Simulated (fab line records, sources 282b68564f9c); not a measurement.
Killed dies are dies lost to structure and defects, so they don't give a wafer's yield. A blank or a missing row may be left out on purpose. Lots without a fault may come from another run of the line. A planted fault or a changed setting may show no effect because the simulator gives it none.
Which tool did it? | flow rit_cmos | 7 lots, 21 wafers sampled, at 3 steps of a route of 202

WHAT THE GAUGES READ, wafer by wafer
RIT_NRETRO_TW_MEAS_10.
lot  | measured    | on            | NRETRO_TW
L859 | day 3 02:32 | film_metro-03 | 1032 1029 1026
L863 | day 3 23:47 | film_metro-03 | 1030 1030 1028
L865 | day 4 08:06 | film_metro-03 | 1035 1029 1034
L869 | day 5 04:14 | film_metro-03 | 1026 1028 1034
L871 | day 5 16:08 | film_metro-02 | 1036 1041 1043
L875 | day 6 11:46 | film_metro-02 | 1047 1044 1045
L877 | day 6 22:14 | film_metro-02 | 1041 1045 1042

WHICH TOOL RAN EACH LOT (tool, then ch and the chambers of the sampled wafers, then the start)
lot  | RIT_NWELL_STRIP_09                  | RIT_PWELL_DEVELOP_05
L859 | plasma_asher-03 ch 0,1, day 2 17:24 | litho_track-03, day 2 18:00
L863 | plasma_asher-03 ch 0,1, day 3 14:56 | litho_track-01 ch 0, day 3 16:00
L865 | plasma_asher-04 ch 0,1, day 3 23:22 | litho_track-01 ch 0, day 4 00:00
L869 | plasma_asher-03 ch 0,1, day 4 19:28 | litho_track-04 ch 0, day 4 20:00
L871 | plasma_asher-01 ch 0,1, day 5 07:16 | litho_track-03 ch 0, day 5 08:00
L875 | plasma_asher-03 ch 0,1, day 6 03:10 | litho_track-04 ch 0, day 6 04:00
L877 | plasma_asher-01 ch 0,1, day 6 13:31 | litho_track-04 ch 0, day 6 14:00
- RIT_NWELL_STRIP_09: strips in O2, time 180 s.
- RIT_PWELL_DEVELOP_05: develop time 68 s.

THE ANSWER, worked out from the rows above alone
Rule: what is usual is taken from the lots themselves. Put in order of their means at a reading, lots are off if they are a third of the lots or fewer, leave a main group of 4 or more, and stand apart from it by a gap of 3 or more times the standard deviation of the main group's means; of several such gaps the widest counts. A main group whose means are all the same, to the digits that the tables above print for the reading, isn't used. A lot without any number at a reading at which 4 lots or more have one is off too. The other lots that the step has rows for count as sound.
No lot is off at any reading shown: from this, nothing can be told.

WHAT THE SIMULATOR HAD PUT IN
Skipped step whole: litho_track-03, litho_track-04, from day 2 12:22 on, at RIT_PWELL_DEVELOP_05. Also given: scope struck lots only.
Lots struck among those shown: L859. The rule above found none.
